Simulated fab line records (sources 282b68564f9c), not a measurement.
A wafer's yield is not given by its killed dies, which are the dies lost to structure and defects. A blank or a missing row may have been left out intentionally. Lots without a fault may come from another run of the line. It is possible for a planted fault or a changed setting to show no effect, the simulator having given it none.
Comparing a struck lot with a sound one ; flow rit-cmos ; 44 out of 202 route steps
Sound: wafers L905.2, L905.5, L905.6. Wafers L919.1, L919.4, L919.6 were the ones struck. The cause comes at the end.
Per side, at each step with rows, come the tool, then ch with its chambers, and then its first start. Under that, the readings that differ: sound wafers ; struck wafers ; difference of the means ; sigmas: that difference in standard deviations of wafers without a fault.
alike: same words and numbers on both sides, and readings whose means sit less than 2 such deviations apart. not compared: any withheld reading, any reading some wafer has no value for, any bound like >300 that may hide the same value, and any number with overlapping values for which the record gives no deviation.
Wherever a step has rows on one side only, a row that says differs or no value, or a row with sigmas, the two part there. Numbers that have no deviation but don't overlap get no sigmas and don't part them. Lack of a reading on every wafer of one side parts them only where that side has two or more wafers.

first, 4 steps without rows for these wafers: RIT_ACTIVE_SOFTBAKE_07 (time 60 s); RIT_ACTIVE_EXPOSE_08 (exposes mask M1, target cd 1400 nm); RIT_ACTIVE_PEB_09; RIT_ACTIVE_DEVELOP_10 (develop time 50 s).
RIT_ACTIVE_CD_MEAS_11: target cd 1400 nm.
  sound: cd-sem-02 at day 1 15:14; struck: cd-sem-02 at day 4 13:31
  alike: cd-nm
then, 1 step without rows for these wafers: RIT_ACTIVE_HARDBAKE_12 (time 60 s).
RIT_ACTIVE_ETCH_13: etches Si3N4 in SF6, stops on SiO2, time 210 s, target depth 210 nm.
  sound on rie-diel-03 ch 0,1, day 1 15:31; struck on rie-diel-03 ch 0,1,2, day 4 13:47
  alike: drypump-motor-current-A, oes-product-au, rf-fwd-power-W, throttle-valve-pct
  not compared: rf-hours-counter-h
RIT_ACTIVE_STRIP_14: strips in O2, time 180 s.
  sound on plasma-asher-01 ch 0,1, day 1 15:39; struck on plasma-asher-02 ch 0,1, day 4 13:55
  alike: drypump-motor-current-A
  not compared: rf-hours-counter-h
RIT_ACTIVE_CD_MEAS_90: target cd 1400 nm.
  sound: cd-sem-01 at day 1 15:50; struck: cd-sem-02 at day 4 14:05
  alike: cd-nm
then, 3 steps without rows for these wafers: RIT_ACTIVE_CLEAN_15 (cleans in SC1, time 600 s); RIT_ACTIVE_CLEAN_16 (cleans in dHF, time 30 s); RIT_ACTIVE_CLEAN_17 (cleans in SC2, time 600 s).
RIT_FOX1_OXIDATION_00: target thk 350.7 nm, ox time 1130 s.
  sound on furnace-04 ch 0, day 1 19:19; struck on furnace-04 ch 0, day 4 16:20
  alike: ox-temp-c-max, spike-tc-centre-C, zone-power-centre-pct, zone-power-source-pct
RIT_FOX1_THK_MEAS_01:
  sound: film-metro-01 at day 1 20:38; struck: film-metro-04 at day 4 17:40
  alike: FOX1_OXIDE_THK
then, 2 steps without rows for these wafers: RIT_FOX1_WET_ETCH_02 (etches SiO2 in BOE, target depth 350 nm, time 390 s); RIT_FOX2_OXIDATION_00 (target thk 350.7 nm, ox time 1130 s).
RIT_FOX2_THK_MEAS_01:
  sound: film-metro-01 at day 2 04:29; struck: film-metro-01 at day 4 19:10
  alike: FOX2_OXIDE_THK
then, 2 steps without rows for these wafers: RIT_FOX2_CLEAN_02 (cleans in dHF, time 180 s); RIT_FOX2_WET_ETCH_03 (etches Si3N4 in H3PO4, target depth 195 nm, time 2700 s).
RIT_FOX2_THK_MEAS_90:
  sound: film-metro-03 at day 2 05:22; struck: film-metro-03 at day 4 20:03
  alike: FIELD_OXIDE_LEFT_1_THK
then, 6 steps without rows for these wafers: RIT_NWELL_HMDS_00 (prime time 60 s); RIT_NWELL_COAT_01 (resist thk 1300 nm); RIT_NWELL_SOFTBAKE_02 (time 60 s); RIT_NWELL_EXPOSE_03 (exposes mask M2, target cd 43900 nm); RIT_NWELL_PEB_04; RIT_NWELL_DEVELOP_05 (develop time 68 s).
RIT_NWELL_OVL_MEAS_06:
  sound: overlay-02 at day 2 06:25; struck: overlay-01 at day 4 21:07
  alike: NWELL_OVL
then, 2 steps without rows for these wafers: RIT_NWELL_HARDBAKE_07 (time 120 s); RIT_NWELL_IMPLANT_08.
RIT_NWELL_STRIP_09: strips in O2, time 180 s.
  sound on plasma-asher-01 ch 0,1, day 2 06:51; struck on plasma-asher-02 ch 0, day 4 21:33
  alike: drypump-motor-current-A
  not compared: rf-hours-counter-h
RIT_NWELL_TW_MEAS_10:
  sound: film-metro-02 at day 2 07:02; struck: film-metro-04 at day 4 21:44
reading;sound;struck;difference;sigmas
NWELL_TW;2150 2164 2161;2098 2102 2110;-55;-2
then, 6 steps without rows for these wafers: RIT_PWELL_HMDS_00 (prime time 60 s); RIT_PWELL_COAT_01 (resist thk 1300 nm); RIT_PWELL_SOFTBAKE_02 (time 60 s); RIT_PWELL_EXPOSE_03 (exposes mask M3, target cd 43700 nm); RIT_PWELL_PEB_04; RIT_PWELL_DEVELOP_05 (develop time 68 s).
RIT_PWELL_OVL_MEAS_06:
  sound: overlay-01 at day 2 08:05; struck: overlay-02 at day 4 22:40
  alike: PWELL_OVL
then, 2 steps without rows for these wafers: RIT_PWELL_HARDBAKE_07 (time 120 s); RIT_PWELL_IMPLANT_08.
RIT_PWELL_STRIP_09: strips in O2, time 180 s.
  sound on plasma-asher-04 ch 0,1, day 2 08:31; struck on plasma-asher-01 ch 1, day 4 23:15
  alike: drypump-motor-current-A
  not compared: rf-hours-counter-h
RIT_PWELL_TW_MEAS_10:
  sound: film-metro-03 at day 2 08:43; struck: film-metro-04 at day 4 23:26
  alike: PWELL_TW
RIT_GATE_ETCH_19: etches poly-Si in SF6/CHF3/O2, stops on SiO2, time 165 s, target depth 312.5 nm.
  sound on rie-si-01 ch 0,3, day 2 23:52; struck on rie-si-01 ch 1,2, day 5 15:19
  alike: drypump-motor-current-A, oes-product-au, rf-fwd-power-W, throttle-valve-pct
  not compared: rf-hours-counter-h, model.GATE.cd-nm
RIT_M1_PROBE_99:
  sound: prober-02 at day 3 22:13; struck: prober-02 at day 6 12:59
reading;sound;struck;difference;sigmas
model.etest.npoly-line.line-ohm-um;179.5 177.6 179.4;165.5 171.6 176.3;-7.7;
model.etest.ppoly-line.line-ohm-um;172.9 172.3 172.5;160.8 166.2 170.1;-6.9;
model.etest.npoly-line.width-nm (nm);94.55 95.65 95.11;99 98.38 95.75;+3;
  alike: killed-at-front-end, killed-dies, killed-open, killed-short
  not compared: model.etest.nmos_0p15.drive-ua-um, model.etest.pmos_0p15.drive-ua-um, model.etest.ppoly-line.width-nm, model.etest.ring.delay-ps, model.etest.retro-edge-nmos.off-log10-a-um

== WHERE THEY PART ==
RIT_NWELL_TW_MEAS_10 only, going by this record. Later steps at which nothing parts them and some readings are alike: RIT_PWELL_OVL_MEAS_06, RIT_PWELL_STRIP_09, RIT_PWELL_TW_MEAS_10, RIT_GATE_ETCH_19, RIT_M1_PROBE_99.

WHY: what had been put in by the simulator
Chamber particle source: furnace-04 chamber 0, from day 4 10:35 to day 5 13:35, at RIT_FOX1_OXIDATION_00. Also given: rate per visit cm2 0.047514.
